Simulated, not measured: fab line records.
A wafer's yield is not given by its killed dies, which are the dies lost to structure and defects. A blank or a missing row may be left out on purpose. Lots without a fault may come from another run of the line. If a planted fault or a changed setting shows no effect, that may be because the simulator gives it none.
Which tool is to blame? | flow berkeleyCmos170 | Sampling: 13 lots, 39 wafers, 6 of 331 route steps

WHAT EACH GAUGE READ, for each wafer
UCB170_GATE_THK_MEAS_05. Usual: for GATE_POLY_THK the level is 213.1 nm and the standard deviation is 1.8.
lot  | measured     | on           | GATE_POLY_THK (nm) | flag
L494 | day 5 11:20  | filmMetro-04 | 211.4 213.3 211.7  | 
L496 | day 6 01:52  | filmMetro-02 | 212.4 213.1 210.9  | 
L498 | day 6 17:13  | filmMetro-01 | 213.8 214.0 215.1  | 
L499 | day 7 04:11  | filmMetro-02 | 214.6 214.1 214.0  | 
L502 | day 7 04:11  | filmMetro-04 | 215.6 213.6 215.5  | 
L507 | day 8 10:25  | filmMetro-01 | 213.1 210.9 211.2  | 
L508 | day 9 12:47  | filmMetro-04 | 212.2 212.5 211.5  | 
L510 | day 9 12:48  | filmMetro-01 | 212.7 211.4 212.0  | 
L509 | day 9 12:50  | filmMetro-04 | 211.7 214.0 212.3  | 
L512 | day 10 01:16 | filmMetro-01 | 215.5 216.6 214.7  | 
L514 | day 10 01:17 | filmMetro-04 | 213.1 214.1 212.0  | 
L513 | day 10 01:19 | filmMetro-01 | 210.7 211.2 212.2  | 
L515 | day 10 14:28 | filmMetro-04 | 212.3 212.7 211.6  | 

UCB170_PLDD_CD_MEAS_06: target cd 1200 nm. Usual: cdNm at 1199.2 nm, with a standard deviation of 1.3.
lot  | measured     | on       | cdNm (nm)            | flag
L494 | day 5 16:16  | cdSem-02 | 1200.1 1200.3 1200.4 | 
L496 | day 6 05:46  | cdSem-01 | 1199.2 1198.4 1197.9 | 
L498 | day 6 21:43  | cdSem-01 | 1198.8 1198.2 1197.8 | 
L499 | day 7 08:32  | cdSem-01 | 1198.3 1198.5 1197.6 | 
L502 | day 7 07:41  | cdSem-01 | 1199.6 1199.0 1200.6 | 
L507 | day 8 13:41  | cdSem-01 | 1197.3 1197.4 1198.5 | 
L508 | day 9 16:02  | cdSem-01 | 1198.8 1198.9 1199.0 | 
L510 | day 9 16:21  | cdSem-02 | 1200.7 1200.2 1201.0 | 
L509 | day 9 16:52  | cdSem-02 | 1199.5 1201.5 1200.3 | 
L512 | day 10 03:49 | cdSem-01 | 1197.9 1198.4 1198.1 | 
L514 | day 10 04:11 | cdSem-02 | 1199.6 1200.3 1198.6 | 
L513 | day 10 04:37 | cdSem-01 | 1201.8 1199.7 1200.2 | 
L515 | day 10 18:57 | cdSem-01 | 1198.6 1199.7 1201.0 | 

UCB170_SPACER_THK_MEAS_01. Usual: for SPACER_TEOS_THK the level is 376 nm and the standard deviation is 5.5.
lot  | measured     | on           | SPACER_TEOS_THK (nm) | flag
L494 | day 5 19:23  | filmMetro-02 | 372 379 376          | 
L496 | day 6 10:07  | filmMetro-01 | 373 379 376          | 
L498 | day 7 01:41  | filmMetro-02 | 380 374 378          | 
L499 | day 7 11:11  | filmMetro-01 | 383 377 280          | OFF
L502 | day 7 10:22  | filmMetro-02 | 373 378 380          | 
L507 | day 8 16:23  | filmMetro-02 | 362 369 379          | 
L508 | day 9 22:35  | filmMetro-01 | 380 375 380          | 
L510 | day 9 22:36  | filmMetro-03 | 377 376 375          | 
L509 | day 9 23:38  | filmMetro-03 | 378 376 370          | 
L512 | day 10 06:23 | filmMetro-01 | 378 375 377          | 
L514 | day 10 06:56 | filmMetro-02 | 374 378 375          | 
L513 | day 10 07:20 | filmMetro-02 | 371 370 378          | 
L515 | day 10 21:59 | filmMetro-01 | 376 381 379          | 

UCB170_PSD_TW_MEAS_10. Usual: for PSD_TW the level is 2318 and the standard deviation is 19.
lot  | measured     | on           | PSD_TW         | flag
L494 | day 6 04:13  | filmMetro-03 | 2343 2335 2346 | 
L496 | day 6 13:27  | filmMetro-02 | 2340 2340 2356 | 
L498 | day 7 06:35  | filmMetro-04 | 2322 2324 2316 | 
L499 | day 7 15:31  | filmMetro-04 | 2321 2304 2318 | 
L502 | day 7 14:11  | filmMetro-03 | 2328 2320 2332 | 
L507 | day 8 23:10  | filmMetro-03 | 2352 2342 2328 | 
L508 | day 10 04:26 | filmMetro-04 | 2284 2291 2305 | 
L510 | day 10 04:32 | filmMetro-04 | 2307 2297 2283 | 
L509 | day 10 04:40 | filmMetro-04 | 2280 2311 2295 | 
L512 | day 10 12:59 | filmMetro-04 | 2305 2298 2269 | 
L514 | day 10 13:17 | filmMetro-03 | 2346 2350 2340 | 
L513 | day 10 13:29 | filmMetro-04 | 2290 2286 2296 | 
L515 | day 11 04:05 | filmMetro-02 | 2336 2359 2332 | 

WHICH TOOL RAN EACH LOT (tool, then ch and the chambers of the sampled wafers, then the start)
lot  | UCB170_SPACER_CVD_00           | UCB170_SPACER_ETCHBACK_03
L494 | pecvd-04 ch 0,1,2, day 5 19:19 | rieDiel-04 ch 0,1, day 6 02:22
L496 | pecvd-04 ch 0,1,2, day 6 10:04 | rieDiel-03 ch 0,1,3, day 6 11:59
L498 | pecvd-02 ch 1,2, day 7 01:39   | rieDiel-03 ch 0,3, day 7 05:07
L499 | pecvd-04 ch 0,1,2, day 7 11:08 | rieDiel-01 ch 1,3, day 7 12:47
L502 | pecvd-02 ch 0,2, day 7 10:19   | rieDiel-01 ch 0,1,3, day 7 12:11
L507 | pecvd-03 ch 0,2, day 8 16:19   | rieDiel-04 ch 1,2, day 8 21:42
L508 | pecvd-04 ch 0,2, day 9 22:32   | rieDiel-04 ch 0,1,3, day 10 02:35
L510 | pecvd-03 ch 0,2, day 9 22:32   | rieDiel-03 ch 0,2,3, day 10 02:35
L509 | pecvd-04 ch 0,1,2, day 9 23:35 | rieDiel-01 ch 1,2,3, day 10 02:35
L512 | pecvd-04 ch 0,1, day 10 06:20  | rieDiel-03 ch 0,1,3, day 10 11:33
L514 | pecvd-03 ch 1,2, day 10 06:53  | rieDiel-01 ch 1,2, day 10 11:33
L513 | pecvd-04 ch 1,2, day 10 07:17  | rieDiel-04 ch 0,3, day 10 11:33
L515 | pecvd-02 ch 0,1, day 10 21:56  | rieDiel-01 ch 0,3, day 11 01:51
- UCB170_SPACER_CVD_00: deposits SiO2 from TEOS/O2, target thk 376 nm, time 47 s.
- UCB170_SPACER_ETCHBACK_03: etches SiO2 in CHF3/CF4/Ar, stops on Si, target depth 376 nm, time 100 s.

AS READ BY THE TOOLS THEMSELVES (means over the sampled wafers that have a number; for cases with no such wafer, the mark the record gives instead)
UCB170_SPACER_CVD_00. Usual: heaterPowerW 259 W, standard deviation 40; susceptorTempC 389.96 C, standard deviation 0.22.
lot  | tool     | heaterPowerW (W) | susceptorTempC (C) | flag
L494 | pecvd-04 | 263              | 389.94             | 
L496 | pecvd-04 | 253              | 390.02             | 
L498 | pecvd-02 | 281              | 389.92             | 
L499 | pecvd-04 | 248              | 389.87             | 
L502 | pecvd-02 | 278              | 389.83             | 
L507 | pecvd-03 | 263              | 390.00             | 
L508 | pecvd-04 | 268              | 390.05             | 
L510 | pecvd-03 | 275              | 389.61             | 
L509 | pecvd-04 | 223              | 390.10             | 
L512 | pecvd-04 | 280              | 389.81             | 
L514 | pecvd-03 | 226              | 390.14             | 
L513 | pecvd-04 | 257              | 389.67             | 
L515 | pecvd-02 | 241              | 389.88             | 

UCB170_SPACER_ETCHBACK_03. Usual: drypumpMotorCurrentA 5.7 A, standard deviation 0.54; oesProductAu 0.899 a.u., standard deviation 0.016; throttleValvePct 6.48 %, standard deviation 0.098.
lot  | tool       | drypumpMotorCurrentA (A) | oesProductAu (a.u.) | throttleValvePct (%) | flag
L494 | rieDiel-04 | 6.4                      | 0.891               | 6.39                 | 
L496 | rieDiel-03 | 5.4                      | 0.906               | 6.55                 | 
L498 | rieDiel-03 | 5.1                      | 0.922               | 6.62                 | 
L499 | rieDiel-01 | 5.5                      | 0.857               | 6.39                 | 
L502 | rieDiel-01 | 5.8                      | 0.912               | 6.41                 | 
L507 | rieDiel-04 | 5.7                      | 0.877               | 6.52                 | 
L508 | rieDiel-04 | 6.1                      | 0.894               | 6.45                 | 
L510 | rieDiel-03 | 5.5                      | 0.906               | 6.50                 | 
L509 | rieDiel-01 | 5.4                      | 0.902               | 6.44                 | 
L512 | rieDiel-03 | 5.5                      | 0.907               | 6.55                 | 
L514 | rieDiel-01 | 5.5                      | 0.892               | 6.50                 | 
L513 | rieDiel-04 | 6.6                      | 0.878               | 6.42                 | 
L515 | rieDiel-01 | 5.7                      | 0.914               | 6.42                 | 

THE ANSWER, worked out from the rows above alone
Rule: a lot counts as off when the mean over its wafers that have a number is more than 3 standard deviations away from the usual mean. Also off: a lot with no number at a reading for which 4 or more lots have one. All remaining lots with rows at the step are treated as sound. Order of review: gauges by route order, followed by the tools' own readings, for which a lot's mean as printed above is used. At the first step where some lot is off, the reading lying furthest off is the one used; lots without a number count as furthest.
Off: at UCB170_SPACER_THK_MEAS_01 (SPACER_TEOS_THK), L499.
A tool fits if, at a process step before that reading, it ran every lot that is off, and no sound lot after the first of them. Those tools and the gauges at UCB170_SPACER_THK_MEAS_01 are tried in the same way. None of those tried fits.

WHAT THE SIMULATOR PUT IN
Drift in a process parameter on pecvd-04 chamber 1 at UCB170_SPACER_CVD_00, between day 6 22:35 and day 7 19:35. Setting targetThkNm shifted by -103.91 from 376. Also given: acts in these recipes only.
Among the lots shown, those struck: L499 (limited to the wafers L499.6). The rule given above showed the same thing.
